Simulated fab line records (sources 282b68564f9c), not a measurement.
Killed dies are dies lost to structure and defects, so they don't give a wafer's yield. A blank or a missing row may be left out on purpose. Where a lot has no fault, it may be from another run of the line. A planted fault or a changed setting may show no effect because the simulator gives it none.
fab line records -- flow ritCmos
record: lots: 6, wafers: 18, lastDay: 6
route steps=202 shown NSD@138 PSD@142 SDANNEAL@153 M1@202
lots that met no fault: from a run of the same line without faults
startH: hours from the record's opening day to when the first of the lot's shown wafers began -- waitH: how many hours have passed since the lot's step before this one -- " as in the row above -- L1.1+2: a single row standing in for several wafers -- - no value, or no start given -- * or withheld: withheld -- < > ~ a bound
route shown NAME@n: names a module that has steps shown in the file, with the first one's number in the route -- usual: average and standard deviation across the fault-free wafers -- same: alike in all rows -- chamber/n: place in a boat -- sites: the reading at each site -- _std_site: their standard deviation -- _edge_site: the outer-site mean with the inner-site mean subtracted -- radiusMm: for every site, how far away it sits from the centre of the wafer -- mask NAME#n: copy n -- behind: the last tool/chamber to shape the wafer -- hold: reason for holding the lot/hours on hold/outcome of the hold -- device: the transistor (n, p or np) that didn't switch -- end of line: at the end of the route, the tests of the same wafers -- a step given without rows: its recipe and nothing more -- killed: at the first sort, the dies lost to defects and structure; wafer yield is something else -- map: dies across one wafer; x = killed, . = not, _ = none there
set.NAME: the setting that was run; set.NAME@STEP: the one run at that earlier step -- model.NAME: the simulator's own value behind a step, which no gauge read
lots at some steps of the route; a table a step, a row a wafer
services: from which hour (startH, from the record's first day; less than 0 if before it) a tool's chamber was out of use, for how many hours, and why
== steps ==
step: RIT_NSD_HARDBAKE_07
recipe: resist: NOVOLAK, tempC: 140, timeS: 60
step: RIT_NSD_IMPLANT_08
recipe: species: P, energyKev: 25, doseCm2: 1e+15, tiltDeg: 7
step: RIT_NSD_STRIP_09
recipe: chemistry: O2, timeS: 180, resist: NOVOLAK, platenTempC: withheld, powerW: 500, pressureMtorr: 4000, o2FlowSccm: 4000
usual: drypumpMotorCurrentA: 5.4/0.37
lot.wafer,tool,chamber,startH,waitH,drypumpMotorCurrentA,rfHoursCounterH
L415.1,plasmaAsher-01,1,83.72,0.1,5.6,44
L415.3,plasmaAsher-01,1,83.72,0.1,5.5,-
L415.4,plasmaAsher-01,0,83.72,0.1,5.3,-
L422.1,plasmaAsher-04,1,119.23,0.1,5.3,0
L422.2,plasmaAsher-04,0,119.23,0.1,5.9,0
L422.3,plasmaAsher-04,0,119.23,0.1,5.9,-
L424.2,plasmaAsher-04,1,128.78,0.1,5.3,1
L424.5,plasmaAsher-04,0,128.78,0.1,5.9,-
L424.6,plasmaAsher-04,1,128.78,0.1,5.3,-
L425.1,plasmaAsher-02,1,132.29,0.1,4.7,34
L425.4,plasmaAsher-02,1,132.29,0.1,4.7,-
L425.6,plasmaAsher-02,0,132.29,0.1,5.7,-
L426.1,plasmaAsher-01,0,137.40,0.1,5.3,50
L426.4,plasmaAsher-01,1,137.40,0.1,5.5,-
L426.5,plasmaAsher-01,1,137.40,0.1,5.5,-
L427.2,plasmaAsher-04,0,143.67,0.1,6.0,3
L427.3,plasmaAsher-04,1,143.67,0.1,5.4,-
L427.5,plasmaAsher-04,1,143.67,0.1,5.3,-
step: RIT_NSD_TW_MEAS_10
usual: NSD_TW: 3112/17
lot.wafer,tool,chamber,startH,waitH,NSD_TW
L415.1,filmMetro-04,-,83.89,0.1,3081
L415.3,filmMetro-04,-,83.89,0.1,3091
L415.4,filmMetro-04,-,83.89,0.1,3070
L422.1,filmMetro-04,-,119.41,0.1,3102
L422.2,filmMetro-04,-,119.41,0.1,3112
L422.3,filmMetro-04,-,119.41,0.1,3100
L424.2,filmMetro-04,-,128.96,0.1,3077
L424.5,filmMetro-04,-,128.96,0.1,3073
L424.6,filmMetro-04,-,128.96,0.1,3092
L425.1,filmMetro-02,-,132.47,0.1,3146
L425.4,filmMetro-02,-,132.47,0.1,3127
L425.6,filmMetro-02,-,132.47,0.1,3153
L426.1,filmMetro-01,-,137.57,0.1,3124
L426.4,filmMetro-01,-,137.57,0.1,3141
L426.5,filmMetro-01,-,137.57,0.1,3132
L427.2,filmMetro-01,-,143.86,0.1,3106
L427.3,filmMetro-01,-,143.86,0.1,3135
L427.5,filmMetro-01,-,143.86,0.1,3129
step: RIT_PSD_HMDS_00
recipe: primeTimeS: 60, primeTempC: 140
step: RIT_PSD_COAT_01
recipe: resist: NOVOLAK, spinRpm: 3250, resistThkNm: 1000
step: RIT_PSD_SOFTBAKE_02
recipe: resist: NOVOLAK, tempC: 90, timeS: 60
step: RIT_PSD_EXPOSE_03
recipe: maskId: M10, na: 0.57, targetCdNm: 40900, doseMj: 250
step: RIT_PSD_PEB_04
recipe: resist: NOVOLAK, tempC: withheld, timeS: withheld
step: RIT_PSD_DEVELOP_05
recipe: resist: NOVOLAK, developTimeS: 50, devTempC: 23
step: RIT_PSD_OVL_MEAS_06
usual: PSD_OVL: 0.0/1.3
lot.wafer,tool,chamber,startH,waitH,PSD_OVL[nm]
L415.1,overlay-02,-,84.87,-,-0.6
L415.3,overlay-02,-,84.87,-,-0.5
L415.4,overlay-02,-,84.87,-,0.1
L422.1,overlay-02,-,120.59,-,0.1
L422.2,overlay-02,-,120.59,-,1.6
L422.3,overlay-02,-,120.59,-,1.9
L424.2,overlay-01,-,129.99,-,0.0
L424.5,overlay-01,-,129.99,-,-0.5
L424.6,overlay-01,-,129.99,-,0.3
L425.1,overlay-02,-,133.38,-,-2.0
L425.4,overlay-02,-,133.38,-,1.4
L425.6,overlay-02,-,133.38,-,-0.3
L426.1,overlay-01,-,138.52,-,-2.5
L426.4,overlay-01,-,138.52,-,0.1
L426.5,overlay-01,-,138.52,-,-2.0
L427.2,overlay-02,-,144.89,-,-0.6
L427.3,overlay-02,-,144.89,-,0.7
L427.5,overlay-02,-,144.89,-,-0.4
step: RIT_PSD_HARDBAKE_07
recipe: resist: NOVOLAK, tempC: 140, timeS: 60
step: RIT_PSD_IMPLANT_08
recipe: species: BF2, energyKev: 27, doseCm2: 5e+15, tiltDeg: 7
usual: beamOnS: 15.7/1.6, doseIonsCm2: 5.001e+15/6e+12
same: implantIonAmu: 49
lot.wafer,tool,chamber,startH,waitH,beamOnS,doseIonsCm2
L415.1,implanter-02,0,85.06,0.1,14.6,5.003e+15
L415.3,implanter-02,0,85.06,0.1,14.3,5e+15
L415.4,implanter-02,0,85.06,0.1,14.6,4.997e+15
L422.1,implanter-04,0,120.78,0.1,17.3,5.001e+15
L422.2,implanter-04,0,120.78,0.1,17.6,5.002e+15
L422.3,implanter-04,0,120.78,0.1,17.8,5.002e+15
L424.2,implanter-02,0,130.20,0.1,14.3,5.004e+15
L424.5,implanter-02,0,130.20,0.1,14.5,5.013e+15
L424.6,implanter-02,0,130.20,0.1,14.7,5.008e+15
L425.1,implanter-04,0,133.56,0.1,31.3,8.82e+15
L425.4,implanter-04,0,133.56,0.1,30.7,8.821e+15
L425.6,implanter-04,0,133.56,0.1,31.4,8.824e+15
L426.1,implanter-04,0,138.71,0.1,31.8,8.81e+15
L426.4,implanter-04,0,138.71,0.1,31.0,8.829e+15
L426.5,implanter-04,0,138.71,0.1,31.4,8.81e+15
L427.2,implanter-02,0,145.09,0.1,14.4,5.002e+15
L427.3,implanter-02,0,145.09,0.1,14.5,5.001e+15
L427.5,implanter-02,0,145.09,0.1,14.3,4.997e+15
step: RIT_PSD_STRIP_09
recipe: chemistry: O2, timeS: 180, resist: NOVOLAK, platenTempC: withheld, powerW: 500, pressureMtorr: 4000, o2FlowSccm: 4000
usual: drypumpMotorCurrentA: 5.5/0.39
lot.wafer,tool,chamber,startH,waitH,drypumpMotorCurrentA,rfHoursCounterH
L415.1,plasmaAsher-03,1,85.21,0.1,5.8,43
L415.3,plasmaAsher-03,1,85.21,0.1,5.8,-
L415.4,plasmaAsher-03,0,85.21,0.1,4.8,-
L422.1,plasmaAsher-01,0,120.93,0.1,5.3,48
L422.2,plasmaAsher-01,1,120.93,0.1,5.6,48
L422.3,plasmaAsher-01,1,120.93,0.1,5.6,-
L424.2,plasmaAsher-04,1,130.32,0.1,5.3,1
L424.5,plasmaAsher-04,1,130.32,0.1,5.3,-
L424.6,plasmaAsher-04,0,130.32,0.1,6.0,-
L425.1,plasmaAsher-04,0,133.71,0.1,5.9,2
L425.4,plasmaAsher-04,0,133.71,0.1,6.0,-
L425.6,plasmaAsher-04,1,133.71,0.1,5.3,-
L426.1,plasmaAsher-03,0,138.86,0.1,4.8,49
L426.4,plasmaAsher-03,1,138.86,0.1,5.9,-
L426.5,plasmaAsher-03,0,138.86,0.1,4.7,-
L427.2,plasmaAsher-04,0,145.22,0.1,5.9,3
L427.3,plasmaAsher-04,1,145.22,0.1,5.4,-
L427.5,plasmaAsher-04,1,145.22,0.1,5.4,-
step: RIT_PSD_TW_MEAS_10
usual: PSD_TW: 3413/19
lot.wafer,tool,chamber,startH,waitH,PSD_TW
L415.1,filmMetro-04,-,85.38,0.1,3366
L415.3,filmMetro-04,-,85.38,0.1,3379
L415.4,filmMetro-04,-,85.38,0.1,3385
L422.1,filmMetro-01,-,121.10,0.1,3430
L422.2,filmMetro-01,-,121.10,0.1,3429
L422.3,filmMetro-01,-,121.10,0.1,3440
L424.2,filmMetro-02,-,130.51,0.1,3433
L424.5,filmMetro-02,-,130.51,0.1,3427
L424.6,filmMetro-02,-,130.51,0.1,3426
L425.1,filmMetro-02,-,133.89,0.1,3586
L425.4,filmMetro-02,-,133.89,0.1,3577
L425.6,filmMetro-02,-,133.89,0.1,3571
L426.1,filmMetro-02,-,139.03,0.1,3559
L426.4,filmMetro-02,-,139.03,0.1,3537
L426.5,filmMetro-02,-,139.03,0.1,3566
L427.2,filmMetro-01,-,145.40,0.1,3406
L427.3,filmMetro-01,-,145.40,0.1,3409
L427.5,filmMetro-01,-,145.40,0.1,3397
step: RIT_SDANNEAL_CLEAN_00
recipe: chemistry: SC1, mix: 3:3:50, timeS: 600, tempC: 75
step: RIT_SDANNEAL_CLEAN_01
recipe: chemistry: dHF, dilution: 50:1, timeS: 30
step: RIT_SDANNEAL_CLEAN_02
recipe: chemistry: SC2, mix: 3:3:50, timeS: 600, tempC: 75, dry: n2Spin
step: RIT_SDANNEAL_RTA_03
recipe: tempC: 1050, timeS: 5, idleTempC: 600, rampUpCPerS: 342, rampDownCPerS: 171, coolToC: 600, ambient: N2
usual: chamberO2Ppm: 2.006/0.022, wafer_temp_C_max: 1053.4/1.1
lot.wafer,tool,chamber,startH,waitH,chamberO2Ppm,wafer_temp_C_max
L415.1,rtpAnneal-01,0,85.84,0.0,1.986,1052.5
L415.3,rtpAnneal-01,0,85.84,0.0,1.988,1052.8
L415.4,rtpAnneal-01,0,85.84,0.0,2.008,1053.9
L422.1,rtpAnneal-01,0,121.55,0.0,2.033,1053.5
L422.2,rtpAnneal-01,0,121.55,0.0,2.024,1053.9
L422.3,rtpAnneal-01,0,121.55,0.0,2.005,1053.8
L424.2,rtpAnneal-02,0,131.13,0.0,2.006,1053.5
L424.5,rtpAnneal-02,0,131.13,0.0,2.007,1052.6
L424.6,rtpAnneal-02,0,131.13,0.0,1.985,1052.5
L425.1,rtpAnneal-01,0,134.33,0.0,1.973,1051.9
L425.4,rtpAnneal-01,0,134.33,0.0,2.018,1051.9
L425.6,rtpAnneal-01,0,134.33,0.0,2.025,1053.0
L426.1,rtpAnneal-02,0,139.46,0.0,1.999,1052.2
L426.4,rtpAnneal-02,0,139.46,0.0,1.981,1055.3
L426.5,rtpAnneal-02,0,139.46,0.0,1.978,1053.3
L427.2,rtpAnneal-01,0,145.83,0.0,1.987,1053.4
L427.3,rtpAnneal-01,0,145.83,0.0,2.023,1054.2
L427.5,rtpAnneal-01,0,145.83,0.0,2.019,1053.5
step: RIT_SDANNEAL_RS_MEAS_04
recipe: thkMeasGauge: four-point-probe
usual: PSD_RS: 115.88/0.29
lot.wafer,tool,chamber,startH,waitH,PSD_RS[ohm/sq]
L415.1,filmMetro-01,-,85.96,0.1,115.88
L415.3,filmMetro-01,-,85.96,0.1,116.18
L415.4,filmMetro-01,-,85.96,0.1,115.68
L422.1,filmMetro-01,-,121.61,0.0,115.67
L422.2,filmMetro-01,-,121.61,0.0,115.36
L422.3,filmMetro-01,-,121.61,0.0,115.38
L424.2,filmMetro-02,-,131.20,0.1,116.01
L424.5,filmMetro-02,-,131.20,0.1,115.56
L424.6,filmMetro-02,-,131.20,0.1,115.85
L425.1,filmMetro-04,-,134.39,0.0,109.29
L425.4,filmMetro-04,-,134.39,0.0,108.79
L425.6,filmMetro-04,-,134.39,0.0,108.86
L426.1,filmMetro-01,-,139.52,0.0,109.10
L426.4,filmMetro-01,-,139.52,0.0,108.89
L426.5,filmMetro-01,-,139.52,0.0,109.00
L427.2,filmMetro-02,-,145.90,0.1,116.19
L427.3,filmMetro-02,-,145.90,0.1,116.03
L427.5,filmMetro-02,-,145.90,0.1,116.08
step: RIT_SDANNEAL_RS_MEAS_05
recipe: thkMeasGauge: four-point-probe
usual: NSD_RS: 84.60/0.3
lot.wafer,tool,chamber,startH,waitH,NSD_RS[ohm/sq]
L415.1,filmMetro-01,-,86.08,0.1,84.73
L415.3,filmMetro-01,-,86.08,0.1,84.61
L415.4,filmMetro-01,-,86.08,0.1,84.66
L422.1,filmMetro-01,-,121.73,0.1,84.79
L422.2,filmMetro-01,-,121.73,0.1,84.46
L422.3,filmMetro-01,-,121.73,0.1,84.43
L424.2,filmMetro-02,-,131.32,0.1,84.81
L424.5,filmMetro-02,-,131.32,0.1,84.82
L424.6,filmMetro-02,-,131.32,0.1,85.23
L425.1,filmMetro-04,-,134.51,0.1,84.69
L425.4,filmMetro-04,-,134.51,0.1,84.54
L425.6,filmMetro-04,-,134.51,0.1,84.44
L426.1,filmMetro-01,-,139.64,0.1,84.60
L426.4,filmMetro-01,-,139.64,0.1,84.25
L426.5,filmMetro-01,-,139.64,0.1,84.20
L427.2,filmMetro-02,-,146.02,0.1,84.78
L427.3,filmMetro-02,-,146.02,0.1,84.82
L427.5,filmMetro-02,-,146.02,0.1,84.60
step: RIT_M1_PROBE_99
usual: killedAtFrontEnd: 7/3.1, killedDies: 7/3.1, killedOpen: 3.2/2.1, killedShort: 3.4/2
same: grossDies: 264, killed_at_M0_to_M3: 0, killed_at_M4_up: 0, killedAtBackSide: 0, killedAtContacts: 0, killedAtOther: 0
lot.wafer,tool,chamber,startH,waitH,killedAtFrontEnd,killedDies,killedOpen,killedShort
L415.1,prober-01,-,93.43,0.1,13,13,8,5
L415.3,prober-01,-,93.53,0.2,12,12,7,5
L415.4,prober-01,-,93.58,0.2,4,4,1,3
L422.1,prober-01,-,129.35,0.1,2,2,2,0
L422.2,prober-01,-,129.40,0.1,6,6,2,4
L422.3,prober-01,-,129.45,0.2,6,6,3,3
L424.2,prober-02,-,138.85,0.1,7,7,4,3
L424.5,prober-02,-,139.00,0.2,5,5,4,1
L424.6,prober-02,-,139.05,0.2,10,10,6,4
L425.1,prober-02,-,141.97,0.1,5,5,2,3
L425.4,prober-02,-,142.12,0.2,6,6,4,2
L425.6,prober-02,-,142.22,0.2,10,10,6,4
L426.1,prober-01,-,146.77,0.1,1,1,0,1
L426.4,prober-01,-,146.92,0.2,2,2,0,2
L426.5,prober-01,-,146.97,0.2,8,8,2,6
L427.2,prober-02,-,153.52,0.1,9,9,3,6
L427.3,prober-02,-,153.57,0.2,2,2,2,0
L427.5,prober-02,-,153.67,0.2,13,13,9,4
killed by level:class
L415.1 SILICIDE:geometricParticle:open=3 REOX:geometricParticle:open=2 SPACER:geometricParticle:open=2 SPACER:geometricParticle:short=2 SILICIDE:geometricParticle:short=2 GATE:geometricParticle:open=1 REOX:geometricParticle:short=1
L415.3 GATE:geometricParticle:open=2 GATE:geometricParticle:short=2 REOX:geometricParticle:short=2 SPACER:geometricParticle:open=2 FOX2:geometricParticle:open=1 FOX2:geometricParticle:short=1 REOX:geometricParticle:open=1 SILICIDE:geometricParticle:open=1
L415.4 GATE:geometricParticle:short=1 GATE:geometricParticle:open=1 REOX:geometricParticle:short=1 SILICIDE:geometricParticle:short=1
L422.1 GATE:geometricParticle:open=1 SPACER:geometricParticle:open=1
L422.2 GATE:geometricParticle:open=2 GATE:geometricParticle:short=2 REOX:geometricParticle:short=1 SILICIDE:geometricParticle:short=1
L422.3 GATE:geometricParticle:open=2 GATE:geometricParticle:short=2 REOX:geometricParticle:short=1 SILICIDE:geometricParticle:open=1
L424.2 FOX2:geometricParticle:open=2 SILICIDE:geometricParticle:short=2 GATE:geometricParticle:short=1 SPACER:geometricParticle:open=1 SILICIDE:geometricParticle:open=1
L424.5 GATE:geometricParticle:open=3 FOX1:geometricParticle:short=1 SILICIDE:geometricParticle:open=1
L424.6 GATE:geometricParticle:open=4 GATE:geometricParticle:short=3 SPACER:geometricParticle:open=2 SPACER:geometricParticle:short=1
L425.1 GATE:geometricParticle:short=3 SPACER:geometricParticle:open=1 SILICIDE:geometricParticle:open=1
L425.4 GATE:geometricParticle:open=2 REOX:geometricParticle:short=2 FOX1:geometricParticle:open=1 SPACER:geometricParticle:open=1
L425.6 GATE:geometricParticle:open=3 REOX:geometricParticle:short=3 FOX1:geometricParticle:open=1 FOX2:geometricParticle:short=1 FOX2:geometricParticle:open=1 REOX:geometricParticle:open=1
L426.1 GATE:geometricParticle:short=1
L426.4 GATE:geometricParticle:short=2
L426.5 SPACER:geometricParticle:short=5 GATE:geometricParticle:open=1 REOX:geometricParticle:short=1 SPACER:geometricParticle:open=1
L427.2 GATE:geometricParticle:short=3 GATE:geometricParticle:open=3 REOX:geometricParticle:short=1 SPACER:geometricParticle:short=1 SILICIDE:geometricParticle:short=1
L427.3 GATE:geometricParticle:open=2
L427.5 SPACER:geometricParticle:open=3 FOX1:geometricParticle:short=2 GATE:geometricParticle:open=2 REOX:geometricParticle:open=2 FOX1:geometricParticle:open=1 FOX2:geometricParticle:open=1 GATE:geometricParticle:short=1 REOX:geometricParticle:short=1
== services ==
tool,chamber,startH,hours,kind
implanter-04,-,63.58,4.0,pm
implanter-04,-,81.70,2.1,repair
implanter-02,-,102.93,2.7,repair
plasmaAsher-04,-,108.75,9.0,pm
plasmaAsher-04,0,108.75,9.0,ventCycle
plasmaAsher-04,1,108.75,9.0,ventCycle
plasmaAsher-02,-,112.24,1.4,repair
plasmaAsher-04,0,117.75,-,clean
plasmaAsher-04,1,117.75,-,clean
plasmaAsher-02,-,136.57,2.0,repair
implanter-02,-,138.28,5.8,repair
== key ==
firstSign: step: RIT_PSD_IMPLANT_08, reading: doseIonsCm2, direction: up, sigmas: 99+, usual: 5.001e+15, struck: 8.819e+15
effect: step: RIT_PSD_IMPLANT_08, reading: beamOnS, direction: up, sigmas: 9.9, usual: 15.7, struck: 31.2
effect: step: RIT_PSD_TW_MEAS_10, reading: PSD_TW, direction: up, sigmas: 8, usual: 3413, struck: 3566
effect: step: RIT_SDANNEAL_RS_MEAS_04, reading: PSD_RS, direction: down, sigmas: 24, usual: 115.88, struck: 108.99
metAt RIT_PSD_IMPLANT_08
struckWafers L425.1,L425.4,L425.6,L426.1,L426.4,L426.5
testerLeftOut L425,L426
onsetBetween 120.78 133.56
fault: kind: processParameterDrift, tool: implanter-04, chamber: -, onsetH: 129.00, steps: RIT_PSD_IMPLANT_08, channel: doseCm2, offset: 3.8153e+15, shape: step, endH: 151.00, actsIn: theseRecipesOnly, stated: 5e+15
testerLeftOut: of these lots the tester's yield and bins aren't shown, on N5 and GAA mostly nor the transistor test; their killed dies are dies lost to structure and defects alone, not to doping, threshold or leakage, so they don't give the yield
